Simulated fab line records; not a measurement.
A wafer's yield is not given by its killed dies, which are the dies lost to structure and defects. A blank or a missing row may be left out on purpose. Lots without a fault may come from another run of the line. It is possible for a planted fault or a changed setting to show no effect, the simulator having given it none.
Which tool did it? + flow berkeley cmos170 + Sampling: 15 lots, 45 wafers, 6 of 331 route steps

## WHAT EACH GAUGE READ, for each wafer
UCB170_SILICIDE_THK_MEAS_03: measures by xrf. Usual: SILICIDE_TI_THK typically reads 29.9 nm, with standard deviation 0.34.
| lot  | measured     | on            | SILICIDE_TI_THK (nm) | flag |
|------|--------------|---------------|----------------------|------|
| L253 | day 7 20:04  | film metro-01 | 30.1 30.0 30.4       |      |
| L255 | day 8 07:22  | film metro-04 | 29.1 29.5 29.9       |      |
| L254 | day 8 08:01  | film metro-04 | 29.5 29.8 30.1       |      |
| L256 | day 8 19:47  | film metro-04 | 30.7 30.3 30.1       |      |
| L257 | day 8 21:06  | film metro-03 | 30.2 29.9 29.9       |      |
| L259 | day 9 09:53  | film metro-03 | 30.3 30.4 30.0       |      |
| L260 | day 9 10:29  | film metro-01 | 29.8 29.8 29.9       |      |
| L261 | day 9 20:49  | film metro-04 | 29.9 30.1 30.0       |      |
| L266 | day 10 12:46 | film metro-04 | 29.8 29.9 29.6       |      |
| L264 | day 10 12:49 | film metro-03 | 30.3 30.0 30.1       |      |
| L265 | day 10 13:31 | film metro-03 | 30.4 30.7 30.6       |      |
| L267 | day 11 03:48 | film metro-04 | 29.8 30.1 30.1       |      |
| L268 | day 11 04:29 | film metro-01 | 29.9 30.0 30.3       |      |
| L273 | day 11 17:20 | film metro-04 | 30.2 29.9 30.1       |      |
| L275 | day 12 09:22 | film metro-01 | 29.7 29.7 29.7       |      |

UCB170_CONTACT_CD_MEAS_15 targets a cd of 700 nm. Usual: cd nm 700.5 nm, standard deviation 1.5.
| lot  | measured     | on        | cd nm (nm)        | flag |
|------|--------------|-----------|-------------------|------|
| L253 | day 8 01:40  | cd sem-02 | 700.8 701.9 699.1 |      |
| L255 | day 8 11:13  | cd sem-02 | 696.8 698.8 698.2 |      |
| L254 | day 8 11:58  | cd sem-01 | 699.9 700.4 700.8 |      |
| L256 | day 9 00:10  | cd sem-01 | 698.8 700.1 699.7 |      |
| L257 | day 9 02:36  | cd sem-01 | 699.9 699.2 699.8 |      |
| L259 | day 9 13:41  | cd sem-01 | 702.4 701.8 701.7 |      |
| L260 | day 9 14:19  | cd sem-02 | 699.8 699.4 699.0 |      |
| L261 | day 10 02:19 | cd sem-02 | 700.7 700.6 701.1 |      |
| L266 | day 10 17:02 | cd sem-01 | 702.9 702.8 703.3 |      |
| L264 | day 10 17:09 | cd sem-02 | 700.7 702.6 700.6 |      |
| L265 | day 10 20:07 | cd sem-02 | 699.1 700.1 698.6 |      |
| L267 | day 11 08:30 | cd sem-01 | 701.1 702.1 702.4 |      |
| L268 | day 11 11:46 | cd sem-01 | 700.3 699.4 700.0 |      |
| L273 | day 11 22:55 | cd sem-02 | 701.5 702.1 701.2 |      |
| L275 | day 12 14:10 | cd sem-01 | 700.8 698.7 700.4 |      |

UCB170_M2_OVL_MEAS_16. Usual: M2_OVL typically reads 3 nm, with standard deviation 4.8.
| lot  | measured     | on         | M2_OVL (nm) | flag |
|------|--------------|------------|-------------|------|
| L253 | day 8 13:14  | overlay-01 | -2 1 7      |      |
| L255 | day 8 21:23  | overlay-01 | 6 -2 -2     |      |
| L254 | day 8 22:11  | overlay-01 | 12 12 20    |      |
| L256 | day 9 10:14  | overlay-01 | 4 -5 -2     |      |
| L257 | day 9 11:47  | overlay-02 | 7 10 6      |      |
| L259 | day 10 01:05 | overlay-01 | -2 0 -3     |      |
| L260 | day 10 01:22 | overlay-02 | 7 -2 3      |      |
| L261 | day 10 12:39 | overlay-01 | 3 3 6       |      |
| L266 | day 11 05:52 | overlay-01 | 3 1 -1      |      |
| L264 | day 11 03:49 | overlay-01 | 7 1 8       |      |
| L265 | day 11 05:08 | overlay-01 | -2 2 6      |      |
| L267 | day 11 22:05 | overlay-02 | 4 3 -1      |      |
| L268 | day 11 22:46 | overlay-01 | -3 2 -1     |      |
| L273 | day 12 10:00 | overlay-02 | 4 10 5      |      |
| L275 | day 12 23:33 | overlay-01 | 4 4 5       |      |

UCB170_M3_CD_MEAS_90 targets a cd of 700 nm. Usual: cd nm 698 nm, standard deviation 6.4.
| lot  | measured     | on        | cd nm (nm)  | flag |
|------|--------------|-----------|-------------|------|
| L253 | day 8 19:46  | cd sem-02 | 700 699 701 |      |
| L255 | day 9 04:26  | cd sem-01 | 698 700 697 |      |
| L254 | day 9 04:14  | cd sem-02 | 705 703 709 |      |
| L256 | day 9 16:01  | cd sem-02 | 692 693 692 |      |
| L257 | day 9 18:32  | cd sem-01 | 699 689 698 |      |
| L259 | day 10 06:20 | cd sem-02 | 698 701 701 |      |
| L260 | day 10 07:04 | cd sem-02 | 689 694 689 |      |
| L261 | day 10 20:55 | cd sem-01 | - - -       | OFF  |
| L266 | day 11 12:41 | cd sem-01 | - - -       | OFF  |
| L264 | day 11 09:32 | cd sem-02 | - - -       | OFF  |
| L265 | day 11 12:59 | cd sem-02 | 700 710 713 |      |
| L267 | day 12 03:22 | cd sem-01 | 702 690 701 |      |
| L268 | day 12 04:23 | cd sem-02 | 694 696 699 |      |
| L273 | day 12 15:50 | cd sem-02 | 703 687 702 |      |
| L275 | day 13 06:05 | cd sem-02 | 698 693 699 |      |

## WHICH TOOL RAN EACH LOT (tool, then ch and the chambers of the sampled wafers, then the start)
| lot  | UCB170_M3_METAL_ETCH_18           | UCB170_M3_STRIP_19                   |
|------|-----------------------------------|--------------------------------------|
| L253 | rie metal-02 ch 1, day 8 19:17    | plasma asher-04 ch 1, day 8 19:40    |
| L255 | rie metal-02 ch 1, day 9 03:55    | plasma asher-03 ch 0,1, day 9 04:17  |
| L254 | rie metal-03 ch 0,1, day 9 03:56  | plasma asher-03 ch 0,1, day 9 04:07  |
| L256 | rie metal-01 ch 0,1, day 9 15:43  | plasma asher-03 ch 1, day 9 15:54    |
| L257 | rie metal-02 ch 0,1, day 9 18:15  | plasma asher-01 ch 0,1, day 9 18:26  |
| L259 | rie metal-02 ch 1, day 10 06:03   | plasma asher-04 ch 0,1, day 10 06:14 |
| L260 | rie metal-01 ch 0,1, day 10 06:47 | plasma asher-01 ch 0,1, day 10 06:58 |
| L261 | rie metal-02 ch 0,1, day 10 20:38 | plasma asher-04 ch 0,1, day 10 20:49 |
| L266 | rie metal-02 ch 0,1, day 11 12:23 | plasma asher-03 ch 0,1, day 11 12:35 |
| L264 | rie metal-01 ch 0,1, day 11 09:15 | plasma asher-03 ch 0,1, day 11 09:26 |
| L265 | rie metal-03 ch 0,1, day 11 12:44 | plasma asher-01 ch 0,1, day 11 12:53 |
| L267 | rie metal-02 ch 0,1, day 12 03:05 | plasma asher-01 ch 0,1, day 12 03:16 |
| L268 | rie metal-01 ch 0,1, day 12 04:05 | plasma asher-01 ch 0,1, day 12 04:16 |
| L273 | rie metal-02 ch 0,1, day 12 15:32 | plasma asher-01 ch 1, day 12 15:44   |
| L275 | rie metal-01 ch 0,1, day 13 05:47 | plasma asher-01 ch 0,1, day 13 05:59 |
- UCB170_M3_METAL_ETCH_18: etches Al in Cl2/BCl3, stops on SiO2, target depth 1170 nm, time 195 s.
- UCB170_M3_STRIP_19: strips in O2.

## WHAT THE TOOLS THEMSELVES READ (means of the sampled wafers that have a number; where no wafer has one, the mark that the record gives instead)
UCB170_M3_METAL_ETCH_18. Usual: bcl3 flow sccm 44.99 sccm, standard deviation 0.13; bias w 120.0 W, standard deviation 0.32; drypump motor current A 5.7 A, standard deviation 0.35; oes product au 0.856 a.u., standard deviation 0.014; throttle valve pct 24.40 %, standard deviation 0.23.
| lot  | tool         | bcl3 flow sccm (sccm) | bias w (W) | drypump motor current A (A) | oes product au (a.u.) | throttle valve pct (%) | flag |
|------|--------------|-----------------------|------------|-----------------------------|-----------------------|------------------------|------|
| L253 | rie metal-02 | 45.07                 | 119.8      | 5.9                         | 0.861                 | 24.65                  |      |
| L255 | rie metal-02 | 44.91                 | 120.2      | 6.0                         | 0.867                 | 24.65                  |      |
| L254 | rie metal-03 | 45.20                 | 120.0      | 5.9                         | 0.861                 | 24.65                  |      |
| L256 | rie metal-01 | 45.08                 | 120.3      | 5.3                         | 0.850                 | 24.15                  |      |
| L257 | rie metal-02 | 44.98                 | 120.0      | 5.9                         | 0.871                 | 24.54                  |      |
| L259 | rie metal-02 | 44.99                 | 120.2      | 5.9                         | 0.870                 | 24.65                  |      |
| L260 | rie metal-01 | 45.03                 | 120.0      | 5.5                         | 0.836                 | 24.16                  |      |
| L261 | rie metal-02 | -                     | -          | -                           | -                     | -                      | OFF  |
| L266 | rie metal-02 | -                     | -          | -                           | -                     | -                      | OFF  |
| L264 | rie metal-01 | -                     | -          | -                           | -                     | -                      | OFF  |
| L265 | rie metal-03 | 44.99                 | 120.3      | 5.9                         | 0.856                 | 24.65                  |      |
| L267 | rie metal-02 | 45.00                 | 120.1      | 5.9                         | 0.864                 | 24.54                  |      |
| L268 | rie metal-01 | 44.87                 | 120.3      | 5.5                         | 0.837                 | 24.17                  |      |
| L273 | rie metal-02 | 45.02                 | 119.9      | 5.9                         | 0.862                 | 24.54                  |      |
| L275 | rie metal-01 | 44.90                 | 119.9      | 5.3                         | 0.841                 | 24.16                  |      |

UCB170_M3_STRIP_19. Usual: drypump motor current A 6.1 A, standard deviation 0.4; oes product au 0.527 a.u., standard deviation 0.023.
| lot  | tool            | drypump motor current A (A) | oes product au (a.u.) | flag |
|------|-----------------|-----------------------------|-----------------------|------|
| L253 | plasma asher-04 | 5.7                         | 0.515                 |      |
| L255 | plasma asher-03 | 6.5                         | 0.515                 |      |
| L254 | plasma asher-03 | 6.2                         | 0.560                 |      |
| L256 | plasma asher-03 | 6.7                         | 0.513                 |      |
| L257 | plasma asher-01 | 6.1                         | 0.514                 |      |
| L259 | plasma asher-04 | 5.8                         | 0.511                 |      |
| L260 | plasma asher-01 | 6.0                         | 0.534                 |      |
| L261 | plasma asher-04 | 5.8                         | 0.721                 | OFF  |
| L266 | plasma asher-03 | 6.2                         | 0.727                 | OFF  |
| L264 | plasma asher-03 | 6.1                         | 0.726                 | OFF  |
| L265 | plasma asher-01 | 6.1                         | 0.552                 |      |
| L267 | plasma asher-01 | 6.0                         | 0.507                 |      |
| L268 | plasma asher-01 | 6.0                         | 0.525                 |      |
| L273 | plasma asher-01 | 5.6                         | 0.514                 |      |
| L275 | plasma asher-01 | 6.0                         | 0.508                 |      |

## THE ANSWER, worked out from the rows above alone
Rule: take the mean of a lot's wafers that have a number; if it is more than 3 standard deviations from the usual mean, the lot is off. A lot without any number at a reading at which 4 lots or more have one is off too. Any other lot the step has rows for is counted as sound. First the gauges in route order, then the tools' own readings, where a lot's mean is used as printed above. The first step at which some lot is off is used, and at that step the reading that is off furthest; a lot without a number counts as furthest.
Off, at UCB170_M3_CD_MEAS_90 on cd nm: L261, L266, L264. Without a number there: L261, L266, L264.
A tool fits if, at a process step before that reading, it ran every lot that is off, and no sound lot after the first of them. Not tried: the gauges at UCB170_M3_CD_MEAS_90; whatever is off there is also off at UCB170_M3_METAL_ETCH_18, on other tools, and gauge error can't account for it. No candidate that was tried fits.

## WHAT THE SIMULATOR HAD INSERTED
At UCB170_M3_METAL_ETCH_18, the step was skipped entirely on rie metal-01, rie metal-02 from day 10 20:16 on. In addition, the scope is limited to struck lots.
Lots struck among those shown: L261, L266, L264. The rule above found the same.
